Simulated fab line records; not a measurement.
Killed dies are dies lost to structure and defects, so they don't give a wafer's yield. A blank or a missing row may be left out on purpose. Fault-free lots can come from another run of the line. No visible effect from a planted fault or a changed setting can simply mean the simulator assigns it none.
Which tool was responsible?	flow berkeleyCmos170	13 lots with 39 wafers sampled at 2 steps, on a route of 331 steps

WHAT THE GAUGES SHOWED, per wafer
UCB170_ACTIVE_CD_MEAS_13: the cd target is 1200 nm.
lot	measured	on	cdNm (nm)
L217	day 5 00:25	cdSem-01	1200.0 1199.4 1200.8
L218	day 5 00:58	cdSem-01	1201.2 1200.5 1200.5
L222	day 5 21:08	cdSem-02	1202.9 1203.3 1202.2
L223	day 5 21:16	cdSem-01	1198.8 1199.8 1199.1
L224	day 6 11:10	cdSem-02	1202.3 1202.6 1201.5
L226	day 6 11:41	cdSem-01	1201.8 1202.1 1202.8
L227	day 7 06:16	cdSem-02	1200.9 1200.9 1202.5
L228	day 7 06:31	cdSem-02	1382.4 1382.9 1381.8
L229	day 7 15:22	cdSem-02	1199.3 1198.8 1200.1
L237	day 8 17:22	cdSem-02	1199.9 1200.2 1200.4
L238	day 9 15:44	cdSem-01	1198.3 1199.9 1199.7
L239	day 9 22:16	cdSem-02	1200.7 1200.3 1198.8
L240	day 9 23:01	cdSem-01	1200.6 1201.4 1199.6

TOOL THAT RAN EACH LOT (tool first, then ch and the chambers of the sampled wafers, then the start)
lot	UCB170_ACTIVE_EXPOSE_10
L217	krfScanner-01 ch 0, day 5 00:02
L218	krfScanner-02 ch 0, day 5 00:16
L222	krfScanner-02 ch 0, day 5 20:39
L223	krfScanner-02 ch 0, day 5 20:47
L224	krfScanner-02 ch 0, day 6 10:46
L226	krfScanner-02 ch 0, day 6 11:16
L227	krfScanner-01 ch 0, day 7 05:53
L228	krfScanner-02 ch 0, day 7 06:07
L229	krfScanner-01 ch 0, day 7 14:58
L237	krfScanner-02 ch 0, day 8 16:26
L238	krfScanner-01 ch 0, day 9 15:21
L239	krfScanner-01 ch 0, day 9 21:38
L240	krfScanner-01 ch 0, day 9 22:01
- UCB170_ACTIVE_EXPOSE_10: exposes mask ACTIVE, target cd 1200 nm.

WHAT THE TOOLS THEMSELVES READ (means of the sampled wafers that have a number; where no wafer has one, the mark that the record gives instead)
UCB170_ACTIVE_EXPOSE_10.
lot	tool	reticleTempC (C)
L217	krfScanner-01	23.04
L218	krfScanner-02	23.08
L222	krfScanner-02	23.02
L223	krfScanner-02	22.86
L224	krfScanner-02	23.00
L226	krfScanner-02	23.03
L227	krfScanner-01	23.08
L228	krfScanner-02	23.01
L229	krfScanner-01	23.06
L237	krfScanner-02	23.00
L238	krfScanner-01	23.11
L239	krfScanner-01	23.16
L240	krfScanner-01	23.00

THE ANSWER, worked out from the rows above alone
Rule: the usual values come from the lots themselves. Put in order of their means at a reading, lots are off if they are a third of the lots or fewer, leave a main group of 4 or more, and stand apart from it by a gap of 3 or more times the standard deviation of the main group's means; of several such gaps the widest counts. If all means in a main group match to the digits the tables above print for the reading, that group is not used. Also off: a lot with no number at a reading for which 4 or more lots have one. Any other lot the step has rows for is counted as sound. First the gauges in route order, then the tools' own readings, where a lot's mean is used as printed above. The first step at which some lot is off is used, and at that step the reading that is off furthest; a lot without a number counts as furthest.
Off, at UCB170_ACTIVE_CD_MEAS_13 on cdNm: L228. The main group has a mean of 1200.7 nm with a standard deviation of 1.2.
A tool fits if, at a process step before that reading, it ran every lot that is off, and no sound lot after the first of them. Those tools and the gauges at UCB170_ACTIVE_CD_MEAS_13 are tried in the same way. Of those tried, none fits.

WHAT WAS PUT IN BY THE SIMULATOR
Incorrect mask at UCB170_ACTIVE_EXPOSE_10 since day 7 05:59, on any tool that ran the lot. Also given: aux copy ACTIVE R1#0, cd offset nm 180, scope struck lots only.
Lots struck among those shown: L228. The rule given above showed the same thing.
